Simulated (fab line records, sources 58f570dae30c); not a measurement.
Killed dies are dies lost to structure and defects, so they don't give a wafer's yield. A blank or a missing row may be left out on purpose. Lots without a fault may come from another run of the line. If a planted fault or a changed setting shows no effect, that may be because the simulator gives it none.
fab line records	flow berkeleyCmos170
record: lots: 14	wafers: 42	lastDay: 13
route steps=331 shown WELLDRIVE@55 GATE@142 SDANNEAL@204 M1@238
lots untouched by any fault: they come from a run of this same line in which no faults occurred
startH: start of the lot's first displayed wafer, in hours after the record's first day	waitH: time in hours since the lot's previous step	" repeats the value in the row above	L1.1+2: one row covering several wafers at once	- no value, or no start was given	* or withheld: withheld	< > ~ a bound
route shown NAME@n: a module of which the file shows steps, and the number in the route of the first	usual: mean/standard deviation taken from wafers without a fault	same: alike in all rows	chamber/n: place in a boat	sites: readings site by site	_std_site: their standard deviation	_edge_site: inner sites' mean taken away from outer sites' mean	radiusMm: for every site, how far away it sits from the centre of the wafer	mask NAME#n: copy n	behind: the last tool/chamber to shape the wafer	hold: why the lot was held/for how many hours/how that ended	device: transistor that didn't switch, given as n, p or np	end of line: tests run on the same wafers once the route is complete	a step without rows: its recipe alone	killed: dies that structure and defects cost at the first sort, which is not the same as the wafer's yield	map: the dies of a wafer, with x for killed, . for not killed, _ for no die there
set.NAME: the run value of the setting; set.NAME@STEP: its run value at that earlier step	model.NAME: the simulator's own value behind a step, which no gauge read
a sample of lots followed through the steps of the route, with each step as a table and each wafer as a row
services: the hour from which a tool's chamber was out of use, counted from the record's first day as startH (under 0 if before that day), plus the number of hours and why
== steps ==
step: UCB170_WELLDRIVE_CLEAN_00
recipe: chemistry: SPM	tempC: 120	timeS: 600
usual: bathGuardTempC: 119.9/0.6	bathHeatDutyPct: 13.7/1.8
lot.wafer	tool	chamber	startH	waitH	bathGuardTempC	bathHeatDutyPct
L629.2	wetBench-02	1	68.57	0.3	119.2	13.0
L629.5	"	1	"	"	120.1	12.5
L629.6	"	1	"	"	119.5	12.9
L632.3	wetBench-02	2	76.41	0.2	120.3	14.8
L632.4	"	2	"	"	120.1	16.0
L632.5	"	2	"	"	119.9	16.0
L633.1	wetBench-03	2	89.62	0.0	118.7	13.9
L633.4	"	2	"	"	119.1	13.4
L633.5	"	2	"	"	119.0	12.8
L635.2	wetBench-03	3	102.87	0.0	119.6	15.5
L635.5	"	3	"	"	119.4	16.6
L635.6	"	3	"	"	119.0	15.8
L636.4	wetBench-03	3	102.87	0.0	119.9	16.3
L636.5	"	3	"	"	119.5	16.3
L636.6	"	3	"	"	119.6	15.8
L639.1	wetBench-03	3	119.17	0.2	119.5	17.3
L639.5	"	3	"	"	119.6	16.8
L639.6	"	3	"	"	119.3	17.3
L642.1	wetBench-02	1	127.02	0.0	-	-
L642.3	"	1	"	"	-	-
L642.6	"	1	"	"	-	-
L638.1	wetBench-01	2	127.28	0.0	-	-
L638.2	"	2	"	"	-	-
L638.3	"	2	"	"	-	-
L646.1	wetBench-01	1	145.65	0.0	120.0	11.6
L646.3	"	1	"	"	120.1	11.7
L646.4	"	1	"	"	120.2	11.9
L647.3	wetBench-02	3	155.13	0.0	119.6	14.6
L647.4	"	3	"	"	119.7	14.7
L647.6	"	3	"	"	120.0	13.2
L649.2	wetBench-01	2	164.74	0.0	121.2	12.7
L649.4	"	2	"	"	120.6	13.4
L649.5	"	2	"	"	120.5	13.3
L650.1	wetBench-01	2	164.94	0.2	120.6	14.0
L650.2	"	2	"	"	120.4	13.6
L650.3	"	2	"	"	120.8	14.1
L651.1	wetBench-03	3	168.72	0.0	119.4	16.6
L651.3	"	3	"	"	119.4	16.4
L651.4	"	3	"	"	119.5	16.7
L652.1	wetBench-01	2	178.24	0.0	120.8	12.8
L652.2	"	2	"	"	120.8	12.9
L652.6	"	2	"	"	120.7	13.9
step: UCB170_GATE_STRIP_16
recipe: chemistry: O2	powerW: 400	pressureMtorr: 3500	platenTempC: withheld	o2FlowSccm: 400	overashFraction: 0.5
usual: drypumpMotorCurrentA: 5.54/0.12	oesProductAu: 0.724/0.0046
lot.wafer	tool	chamber	startH	waitH	drypumpMotorCurrentA	oesProductAu	rfHoursCounterH
L632.3	plasmaAsher-01	1	153.84	0.1	5.75	0.722	-
L632.4	"	0	"	"	5.50	0.721	-
L632.5	"	1	"	"	5.75	0.723	-
L629.2	plasmaAsher-03	0	154.48	0.0	5.42	0.722	31
L629.5	"	1	"	"	5.60	0.729	-
L629.6	"	0	"	"	5.43	0.724	-
L633.1	plasmaAsher-03	0	171.22	0.0	5.42	0.721	34
L633.4	"	1	"	"	5.60	0.729	-
L633.5	"	1	"	"	5.63	0.727	-
L635.2	plasmaAsher-01	1	192.14	0.0	5.76	0.723	53
L635.5	"	1	"	"	5.74	0.723	-
L635.6	"	0	"	"	5.46	0.720	-
L636.4	plasmaAsher-03	1	192.70	0.0	5.61	0.718	-
L636.5	"	1	"	"	5.58	0.725	-
L636.6	"	0	"	"	5.46	0.729	-
L639.1	plasmaAsher-01	1	198.77	0.0	5.75	0.725	54
L639.5	"	0	"	"	5.49	0.727	-
L639.6	"	1	"	"	5.76	0.730	-
L638.1	plasmaAsher-04	1	231.69	0.0	5.65	0.722	4
L638.2	"	0	"	"	5.35	0.724	4
L638.3	"	0	"	"	5.36	0.720	-
L642.1	plasmaAsher-03	0	231.76	0.0	5.45	0.719	40
L642.3	"	0	"	"	5.42	0.728	-
L642.6	"	0	"	"	5.44	0.723	-
L646.1	plasmaAsher-01	0	237.39	0.0	5.48	0.736	57
L646.3	"	0	"	"	5.48	0.717	-
L646.4	"	1	"	"	5.76	0.735	-
L647.3	plasmaAsher-04	1	247.56	0.1	5.64	0.727	-
L647.4	"	0	"	"	5.38	0.729	-
L647.6	"	1	"	"	5.64	0.722	-
L651.1	plasmaAsher-04	0	263.20	0.0	5.37	0.728	7
L651.3	"	0	"	"	5.36	0.715	-
L651.4	"	1	"	"	5.64	0.737	-
L649.2	plasmaAsher-01	0	263.93	0.0	5.48	0.721	60
L649.4	"	0	"	"	5.48	0.729	-
L649.5	"	0	"	"	5.48	0.733	-
L650.1	plasmaAsher-03	0	264.20	0.0	5.42	0.727	43
L650.2	"	1	"	"	5.59	0.720	43
L650.3	"	1	"	"	5.59	0.726	-
L652.1	plasmaAsher-03	0	272.24	0.0	5.40	0.726	44
L652.2	"	1	"	"	5.58	0.718	44
L652.6	"	0	"	"	5.41	0.727	-
step: UCB170_SDANNEAL_RTA_00
recipe: tempC: 900	timeS: 10	ambient: N2
usual: lampPowerPct: 23.2/0.79	wafer_temp_C_max: 903.7/1.1
lot.wafer	tool	chamber	startH	waitH	lampPowerPct	wafer_temp_C_max
L632.3	rtpAnneal-01	0	169.83	0.0	24.0	904.5
L632.4	"	0	"	"	24.0	903.8
L632.5	"	0	"	"	24.0	902.1
L629.2	rtpAnneal-01	0	170.78	0.0	24.0	902.0
L629.5	"	0	"	"	24.0	902.4
L629.6	"	0	"	"	24.0	902.5
L633.1	rtpAnneal-01	0	189.36	0.0	24.0	902.7
L633.4	"	0	"	"	24.0	902.9
L633.5	"	0	"	"	24.0	902.4
L635.2	rtpAnneal-02	0	209.81	0.0	22.4	906.0
L635.5	"	0	"	"	22.4	904.1
L635.6	"	0	"	"	22.4	903.8
L636.4	rtpAnneal-02	0	210.28	0.0	22.4	904.4
L636.5	"	0	"	"	22.3	904.1
L636.6	"	0	"	"	22.4	904.7
L639.1	rtpAnneal-02	0	210.52	0.0	22.4	904.4
L639.5	"	0	"	"	22.4	906.1
L639.6	"	0	"	"	22.4	904.3
L638.1	rtpAnneal-02	0	244.72	0.0	22.4	904.4
L638.2	"	0	"	"	22.4	903.3
L638.3	"	0	"	"	22.4	902.4
L642.1	rtpAnneal-01	0	245.32	0.0	24.0	902.8
L642.3	"	0	"	"	24.0	903.7
L642.6	"	0	"	"	24.0	902.1
L646.1	rtpAnneal-02	0	253.11	0.0	22.4	905.2
L646.3	"	0	"	"	22.4	903.3
L646.4	"	0	"	"	22.4	905.1
L647.3	rtpAnneal-02	0	262.02	0.0	22.4	904.9
L647.4	"	0	"	"	22.4	904.8
L647.6	"	0	"	"	22.4	904.8
L651.1	rtpAnneal-01	0	280.45	0.0	24.0	903.1
L651.3	"	0	"	"	24.0	902.8
L651.4	"	0	"	"	24.0	903.4
L650.1	rtpAnneal-02	0	280.88	0.0	22.4	904.0
L650.2	"	0	"	"	22.4	904.5
L650.3	"	0	"	"	22.4	903.8
L649.2	rtpAnneal-01	0	281.16	0.0	24.0	903.6
L649.4	"	0	"	"	24.0	903.5
L649.5	"	0	"	"	24.0	904.5
L652.1	rtpAnneal-02	0	289.91	0.0	22.4	903.6
L652.2	"	0	"	"	22.4	903.7
L652.6	"	0	"	"	22.4	903.3
step: UCB170_M1_SPUTTER_00
recipe: material: Al	targetThkNm: 600	timeS: 80	powerW: 6000	chamberPressurePa: 0.5
usual: throttleValvePct: 30.0/0.98
lot.wafer	tool	chamber	startH	waitH	throttleValvePct
L629.2	pvdSputter-04	-	178.11	0.0	32.0
L629.5	"	-	"	"	28.8
L629.6	"	-	"	"	30.0
L632.3	pvdSputter-02	-	178.48	0.0	28.8
L632.4	"	-	"	"	29.1
L632.5	"	-	"	"	28.7
L633.1	pvdSputter-04	-	196.41	0.0	30.4
L633.4	"	-	"	"	29.3
L633.5	"	-	"	"	29.1
L635.2	pvdSputter-01	-	216.84	0.0	29.2
L635.5	"	-	"	"	29.3
L635.6	"	-	"	"	31.4
L636.4	pvdSputter-02	-	218.01	0.0	31.2
L636.5	"	-	"	"	30.0
L636.6	"	-	"	"	28.9
L639.1	pvdSputter-04	-	218.29	0.0	32.2
L639.5	"	-	"	"	32.0
L639.6	"	-	"	"	30.2
L638.1	pvdSputter-01	-	250.32	0.0	29.7
L638.2	"	-	"	"	29.6
L638.3	"	-	"	"	31.4
L642.1	pvdSputter-02	-	252.84	0.0	29.3
L642.3	"	-	"	"	29.8
L642.6	"	-	"	"	29.4
L646.1	pvdSputter-01	-	260.65	0.0	29.3
L646.3	"	-	"	"	31.1
L646.4	"	-	"	"	29.2
L647.3	pvdSputter-04	-	269.05	0.0	29.3
L647.4	"	-	"	"	30.3
L647.6	"	-	"	"	29.1
L650.1	pvdSputter-01	-	288.87	0.0	31.2
L650.2	"	-	"	"	30.4
L650.3	"	-	"	"	29.1
L651.1	pvdSputter-02	-	289.07	0.0	29.1
L651.3	"	-	"	"	29.5
L651.4	"	-	"	"	29.2
L649.2	pvdSputter-04	-	289.32	0.0	28.7
L649.4	"	-	"	"	32.0
L649.5	"	-	"	"	29.1
L652.1	pvdSputter-01	-	296.47	0.0	31.2
L652.2	"	-	"	"	29.4
L652.6	"	-	"	"	31.3
== services ==
tool	chamber	startH	hours	kind
pvdSputter-04	-	58.04	4.0	repair
pvdSputter-02	-	59.20	2.0	repair
pvdSputter-01	-	60.46	4.4	repair
pvdSputter-04	-	75.77	1.0	repair
rtpAnneal-01	-	80.61	4.6	pm
plasmaAsher-03	-	82.55	4.3	pm
plasmaAsher-03	-	90.33	4.0	repair
plasmaAsher-04	-	108.75	9.0	pm
plasmaAsher-04	0	108.75	9.0	ventCycle
pvdSputter-04	-	122.26	2.3	repair
pvdSputter-01	-	137.52	5.9	repair
plasmaAsher-04	-	138.98	13.3	repair
plasmaAsher-04	-	147.03	67.9	repair
pvdSputter-04	-	157.73	9.0	repair
plasmaAsher-03	-	163.89	3.9	repair
pvdSputter-02	-	171.13	3.1	repair
plasmaAsher-03	-	172.70	7.9	repair
plasmaAsher-04	-	199.70	1.4	repair
pvdSputter-01	-	207.73	6.1	repair
plasmaAsher-01	-	222.48	9.4	repair
pvdSputter-01	-	244.71	1.3	repair
pvdSputter-04	-	246.35	8.1	repair
plasmaAsher-01	-	273.88	2.3	repair
plasmaAsher-01	-	291.17	1.5	repair
== key ==
firstSign: step: UCB170_WELLDRIVE_CLEAN_00	reading: toolRecord	direction: missing
effect none on later readings
metAt UCB170_WELLDRIVE_CLEAN_00
struckLots L638,L642
testerLeftOut L638,L642
notActingAt UCB170_GATE_STRIP_16,UCB170_SDANNEAL_RTA_00,UCB170_M1_SPUTTER_00
onsetBetween 76.41 127.02
fault: kind: skippedStepWhole	tool: wetBench-01,wetBench-02	chamber: -	onsetH: 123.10	steps: UCB170_WELLDRIVE_CLEAN_00	scope: struckLotsOnly
testerLeftOut: of these lots the tester's yield and bins aren't shown, on N5 and GAA mostly nor the transistor test; their killed dies are dies lost to structure and defects alone, not to doping, threshold or leakage, so they don't give the yield
